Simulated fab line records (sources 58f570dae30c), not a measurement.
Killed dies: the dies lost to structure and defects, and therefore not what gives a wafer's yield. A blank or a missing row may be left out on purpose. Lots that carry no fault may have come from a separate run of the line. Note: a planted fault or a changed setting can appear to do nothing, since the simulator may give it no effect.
8D (eight disciplines) problem report, filled in by code | flow berkeley_cmos170 | the parts of the form that need people (team, actions taken, sign-off) are left out

== 1. THE PROBLEM ==
Wafers without a fault read 89.28 s, standard deviation 0.3; run_length_s at UCB170_CONTACT_SOFTBAKE_11 reads a mean of 91.50 s on 6 wafers belonging to 2 lots. That puts it +7.4 standard deviations away from the usual mean.
The step: time 60 s.
First seen on wafer L526.1, day 11 12:00, on litho_track-01. At this step, 42 wafers from 14 lots have a number in the record. Rule for "out", or "out of limits": more than 4 standard deviations from the usual mean. Any other wafer with a number is counted as sound.

== 2. WHAT IT IS; WHAT IT IS NOT ==
question                    | is                     | is not
which readings at this step | run_length_s           | -
which lots                  | L526, L527             | L507, L508, L509, L510, L511, L512, L515, L516, L518, L520, L521, L523
which wafers of those lots  | all that have a number | -
read on which tools         | litho_track-01         | litho_track-02, litho_track-04
when                        | from day 11 12:00      | up to then (36 sound wafers)

== 3. SUSPECTS, AND WHAT RULES EACH OUT ==
Counting: a tool at a process step up to the reading stays a suspect if it ran every lot that is out and no sound lot after the first of them.
- litho_track-01 at UCB170_CONTACT_SOFTBAKE_11 (time 60 s): kept. Every lot that is out went through it, starting with L526 (day 11 12:00), and after that it ran no sound lot; the last sound lot it ran before then is L518 (day 10 11:00). Out on those wafers are its own readings of run_length_s.
Remaining after the count: litho_track-01 at UCB170_CONTACT_SOFTBAKE_11.

== 4. THE CAUSE (what the simulator had put in) ==
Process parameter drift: litho_track-01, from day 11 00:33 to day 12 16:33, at UCB170_CONTACT_SOFTBAKE_11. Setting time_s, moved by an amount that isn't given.
After counting, this tool was the only one left.

== 5. SEQUENCE OF EFFECTS, ordered by route ==
Each row: a reading whose mean over the struck wafers that have a number lies more than 3 standard deviations from the usual. Only readings whose record carries a usual standard deviation are examined. hours: median over the lots of the time between each lot's start at the first step of this table that gives one and its start at this step. sigmas: the change, counted in usual standard deviations.
hours | step                       | reading      | usual   | on struck wafers | change | sigmas
0     | UCB170_CONTACT_SOFTBAKE_11 | run_length_s | 89.28 s | 91.50            | +2.22  | +7.4
Its process steps:
- UCB170_CONTACT_SOFTBAKE_11: time 60 s.

== 6. WHAT WOULD HAVE CAUGHT IT SOONER ==
In this record no reading fell out of limits until day 11 12:00, 11 hours after the fault had begun at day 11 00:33.
